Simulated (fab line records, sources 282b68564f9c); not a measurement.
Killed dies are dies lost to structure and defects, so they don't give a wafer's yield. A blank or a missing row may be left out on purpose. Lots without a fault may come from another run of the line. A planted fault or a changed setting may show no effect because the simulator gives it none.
fab line records | flow rit_cmos
record lots=14 wafers=42 last_day=8
route steps=202 shown PRETRO@73 M1@202
lots that met no fault: from a run of the same line without faults
start_h: hours from the record's first day to the start of the lot's first wafer shown | wait_h: hours since the lot's step before | " the same as in the row above | L1.1+2: a row that stands for several wafers | - no value, or no start given | * or withheld: withheld | < > ~ a bound
route shown NAME@n: a module of which the file shows steps, and the number in the route of the first | usual: mean/standard deviation of fault-free wafers | same: alike in all rows | chamber/n: place in a boat | sites: the reading at each site | _std_site: their standard deviation | _edge_site: outer sites' mean less inner sites' | radius_mm: how far each site lies from the wafer's centre | mask NAME#n: copy n | behind: the tool/chamber that last shaped the wafer | hold: why the lot was held/for how many hours/how that ended | device: the transistor (n, p or np) that didn't switch | end of line: the same wafers' tests at the end of the route | a step without rows: its recipe alone | killed: dies lost to structure and defects at the first sort, not the wafer's yield | map: a wafer's dies, x killed, . not, _ none there
set.NAME: the setting as run; set.NAME@STEP: as run at that earlier step | model.NAME: the simulator's own value behind a step, which no gauge read
steps of the route over a sample of lots; a table a step, a row a wafer
services: from which hour (start_h, from the record's first day; less than 0 if before it) a tool's chamber was out of use, for how many hours, and why
## steps
# step RIT_PRETRO_STRIP_09
# recipe chemistry=O2 time_s=180 resist=NOVOLAK platen_temp_c=withheld power_w=500 pressure_mtorr=4000 o2_flow_sccm=4000
# usual drypump_motor_current_A=5.64/0.2
# columns lot.wafer tool chamber start_h wait_h drypump_motor_current_A rf_hours_counter_h
L817.1 plasma_asher-04 0 33.18 0.1 5.79 40
L817.2 " 1 " " 5.39 40
L817.4 " 1 " " 5.41 -
L818.3 plasma_asher-02 1 39.02 0.1 5.51 -
L818.4 " 0 " " 5.90 -
L818.6 " 1 " " 5.49 -
L819.1 plasma_asher-02 1 43.41 0.1 5.49 39
L819.3 " 0 " " 5.86 -
L819.6 " 1 " " 5.48 -
L820.2 plasma_asher-01 1 48.26 0.1 5.84 24
L820.4 " 0 " " 5.38 -
L820.6 " 1 " " 5.80 -
L821.1 plasma_asher-04 1 53.22 0.1 5.41 42
L821.5 " 1 " " 5.41 -
L821.6 " 0 " " 5.76 -
L822.1 plasma_asher-04 1 60.37 0.1 5.40 43
L822.5 " 1 " " 5.39 -
L822.6 " 0 " " 5.75 -
L823.3 plasma_asher-01 0 65.73 0.1 5.43 -
L823.5 " 0 " " 5.41 -
L823.6 " 1 " " 5.81 -
L824.1 plasma_asher-01 1 67.25 0.1 5.86 26
L824.3 " 0 " " 5.45 -
L824.4 " 1 " " 5.85 -
L831.1 plasma_asher-02 1 103.73 0.1 5.47 45
L831.2 " 0 " " 5.86 45
L831.4 " 0 " " 5.87 -
L833.1 plasma_asher-02 1 118.97 0.1 5.48 0
L833.3 " 1 " " 5.48 -
L833.6 " 0 " " 5.84 -
L834.2 plasma_asher-02 1 125.08 0.1 5.48 1
L834.3 " 1 " " 5.49 -
L834.5 " 0 " " 5.89 -
L835.1 plasma_asher-04 1 132.36 0.1 5.40 49
L835.4 " 0 " " 5.77 -
L835.6 " 0 " " 5.78 -
L837.2 plasma_asher-04 1 150.22 0.1 5.41 50
L837.3 " 1 " " 5.41 -
L837.6 " 0 " " 5.77 -
L839.1 plasma_asher-01 0 163.00 0.1 5.45 35
L839.2 " 1 " " 5.83 35
L839.3 " 0 " " 5.44 -
# step RIT_M1_PROBE_99
# usual killed_at_M0_to_M3=0.0/0.14 killed_at_contacts=0.1/0.3 killed_at_front_end=7/3.1 killed_dies=7/3.1 killed_on_rim=1.9/1.5 killed_open=3.8/2.3 killed_short=3.2/1.9
# same gross_dies=264 killed_at_M4_up=0 killed_at_back_side=0 killed_at_other=0
# columns lot.wafer tool chamber start_h wait_h killed_at_M0_to_M3 killed_at_contacts killed_at_front_end killed_dies killed_on_rim killed_open killed_short
L818.3 prober-02 - 69.21 0.2 0 0 12 12 4 7 5
L818.4 prober-02 - 69.26 0.2 0 0 3 3 1 2 1
L818.6 prober-02 - 69.36 0.2 0 0 6 6 4 4 2
L819.1 prober-01 - 71.52 0.1 0 0 6 6 2 3 3
L819.3 prober-01 - 71.62 0.2 0 0 9 9 3 4 5
L819.6 prober-01 - 71.77 0.2 0 0 6 6 3 2 4
L820.2 prober-02 - 75.53 0.1 0 0 10 10 1 6 4
L820.4 prober-02 - 75.63 0.2 0 0 2 2 1 1 1
L820.6 prober-02 - 75.73 0.2 0 0 8 8 1 6 2
L831.1 prober-01 - 137.40 0.1 0 0 33 33 7 6 1
L831.2 prober-01 - 137.45 0.1 0 0 15 15 7 4 3
L831.4 prober-01 - 137.55 0.2 0 0 19 19 7 5 4
L833.1 prober-02 - 165.62 0.1 0 0 30 30 6 0 4
L833.3 prober-02 - 165.72 0.2 0 0 32 32 4 5 1
L833.6 prober-02 - 165.87 0.2 0 0 20 20 7 5 5
L834.2 prober-01 - 167.17 0.1 0 1 30 31 4 1 4
L834.3 prober-01 - 167.22 0.2 0 0 39 39 7 8 4
L834.5 prober-01 - 167.32 0.2 0 1 13 14 7 3 3
L835.1 prober-02 - 180.39 0.1 0 0 11 11 4 6 5
L835.4 prober-02 - 180.54 0.2 0 0 8 8 3 3 5
L835.6 prober-02 - 180.64 0.2 0 0 6 6 2 0 6
L837.2 prober-02 - 181.94 0.1 0 0 2 2 1 1 1
L837.3 prober-02 - 181.99 0.2 0 0 10 10 3 2 8
L837.6 prober-02 - 182.14 0.2 0 0 6 6 2 4 2
# killed by level:class
L818.3 FOX1:geometric_particle:open=3 SILICIDE:geometric_particle:open=3 FOX1:geometric_particle:short=2 GATE:geometric_particle:short=2 GATE:geometric_particle:open=1 REOX:geometric_particle:short=1
L818.4 FOX1:geometric_particle:open=1 GATE:geometric_particle:open=1 SILICIDE:geometric_particle:short=1
L818.6 GATE:geometric_particle:open=2 FOX1:geometric_particle:open=1 GATE:geometric_particle:short=1 SPACER:geometric_particle:short=1 SILICIDE:geometric_particle:open=1
L819.1 FOX2:geometric_particle:open=2 SILICIDE:geometric_particle:short=2 GATE:geometric_particle:open=1 GATE:geometric_particle:short=1
L819.3 FOX1:geometric_particle:open=2 GATE:geometric_particle:short=2 SPACER:geometric_particle:short=2 FOX2:geometric_particle:open=1 SILICIDE:geometric_particle:open=1 SILICIDE:geometric_particle:short=1
L819.6 GATE:geometric_particle:short=2 FOX1:geometric_particle:short=1 FOX2:geometric_particle:short=1 GATE:geometric_particle:open=1 REOX:geometric_particle:open=1
L820.2 SILICIDE:geometric_particle:open=3 ACTIVE:geometric_particle:short=1 FOX1:geometric_particle:short=1 FOX1:geometric_particle:open=1 REOX:geometric_particle:open=1 REOX:geometric_particle:short=1 SPACER:geometric_particle:short=1 SPACER:geometric_particle:open=1
L820.4 FOX2:geometric_particle:open=1 REOX:geometric_particle:short=1
L820.6 GATE:geometric_particle:open=2 SPACER:geometric_particle:open=2 FOX1:geometric_particle:short=1 REOX:geometric_particle:open=1 SILICIDE:geometric_particle:open=1 SILICIDE:geometric_particle:short=1
L831.1 PRETRO:unspecified=26 FOX1:geometric_particle:open=2 ACTIVE:geometric_particle:open=1 GATE:geometric_particle:open=1 GATE:geometric_particle:short=1 REOX:geometric_particle:open=1 SILICIDE:geometric_particle:open=1
L831.2 PRETRO:unspecified=8 GATE:geometric_particle:short=2 REOX:geometric_particle:open=2 FOX1:geometric_particle:open=1 GATE:geometric_particle:open=1 SILICIDE:geometric_particle:short=1
L831.4 PRETRO:unspecified=10 GATE:geometric_particle:open=2 REOX:geometric_particle:short=2 GATE:geometric_particle:short=1 REOX:geometric_particle:open=1 SPACER:geometric_particle:short=1 SPACER:geometric_particle:open=1 SILICIDE:geometric_particle:open=1
L833.1 PRETRO:unspecified=26 SPACER:geometric_particle:short=2 FOX2:geometric_particle:short=1 GATE:geometric_particle:short=1
L833.3 PRETRO:unspecified=26 FOX1:geometric_particle:open=2 GATE:geometric_particle:open=2 FOX2:geometric_particle:open=1 GATE:geometric_particle:short=1
L833.6 PRETRO:unspecified=10 GATE:geometric_particle:short=4 GATE:geometric_particle:open=3 FOX2:geometric_particle:short=1 REOX:geometric_particle:open=1 SILICIDE:geometric_particle:open=1
L834.2 PRETRO:unspecified=26 FOX1:geometric_particle:open=1 GATE:geometric_particle:short=1 REOX:geometric_particle:short=1 SPACER:geometric_particle:short=1 CONTACT:geometric_particle:short=1
L834.3 PRETRO:unspecified=27 FOX2:geometric_particle:open=3 REOX:geometric_particle:short=2 SPACER:geometric_particle:open=2 FOX1:geometric_particle:open=1 FOX2:geometric_particle:short=1 GATE:geometric_particle:open=1 REOX:geometric_particle:open=1
L834.5 PRETRO:unspecified=8 GATE:geometric_particle:short=2 FOX2:geometric_particle:open=1 GATE:geometric_particle:open=1 SPACER:geometric_particle:open=1 CONTACT:geometric_particle:short=1
L835.1 FOX1:geometric_particle:open=2 REOX:geometric_particle:open=2 FOX1:geometric_particle:short=1 FOX2:geometric_particle:short=1 REOX:geometric_particle:short=1 SPACER:geometric_particle:short=1 SPACER:geometric_particle:open=1 SILICIDE:geometric_particle:open=1
L835.4 REOX:geometric_particle:short=2 FOX1:geometric_particle:short=1 FOX2:geometric_particle:short=1 FOX2:geometric_particle:open=1 GATE:geometric_particle:open=1 REOX:geometric_particle:open=1 SILICIDE:geometric_particle:short=1
L835.6 FOX1:geometric_particle:short=2 FOX2:geometric_particle:short=1 GATE:geometric_particle:short=1 SPACER:geometric_particle:short=1 SILICIDE:geometric_particle:short=1
L837.2 GATE:geometric_particle:short=1 REOX:geometric_particle:open=1
L837.3 GATE:geometric_particle:short=3 GATE:geometric_particle:open=2 REOX:geometric_particle:short=2 FOX2:geometric_particle:short=1 SPACER:geometric_particle:short=1 SILICIDE:geometric_particle:short=1
L837.6 FOX1:geometric_particle:open=2 GATE:geometric_particle:open=1 REOX:geometric_particle:short=1 REOX:geometric_particle:open=1 SPACER:geometric_particle:short=1
## services
# columns tool chamber start_h hours kind
plasma_asher-02 - 74.68 1.6 repair
plasma_asher-02 - 108.75 9.0 pm
plasma_asher-02 0 108.75 9.0 vent_cycle
plasma_asher-02 1 108.75 9.0 vent_cycle
plasma_asher-02 0 117.75 - clean
plasma_asher-02 1 117.75 - clean
## key
first_sign step=RIT_M1_PROBE_99 reading=killed_dies direction=up sigmas=6.1 usual=7 struck=26
effect step=RIT_M1_PROBE_99 reading=killed_at_front_end direction=up sigmas=6.1 usual=7 struck=26
met_at RIT_PRETRO_STRIP_09
struck_lots L831,L833,L834
tester_left_out L831,L833,L834
onset_between 43.41 103.73
fault kind=chamber_particle_source tool=plasma_asher-02 chamber=- onset_h=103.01 steps=RIT_PRETRO_STRIP_09 rate_per_visit_cm2=0.56699 end_h=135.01
# tester_left_out: of these lots the tester's yield and bins aren't shown, on N5 and GAA mostly nor the transistor test; their killed dies are dies lost to structure and defects alone, not to doping, threshold or leakage, so they don't give the yield
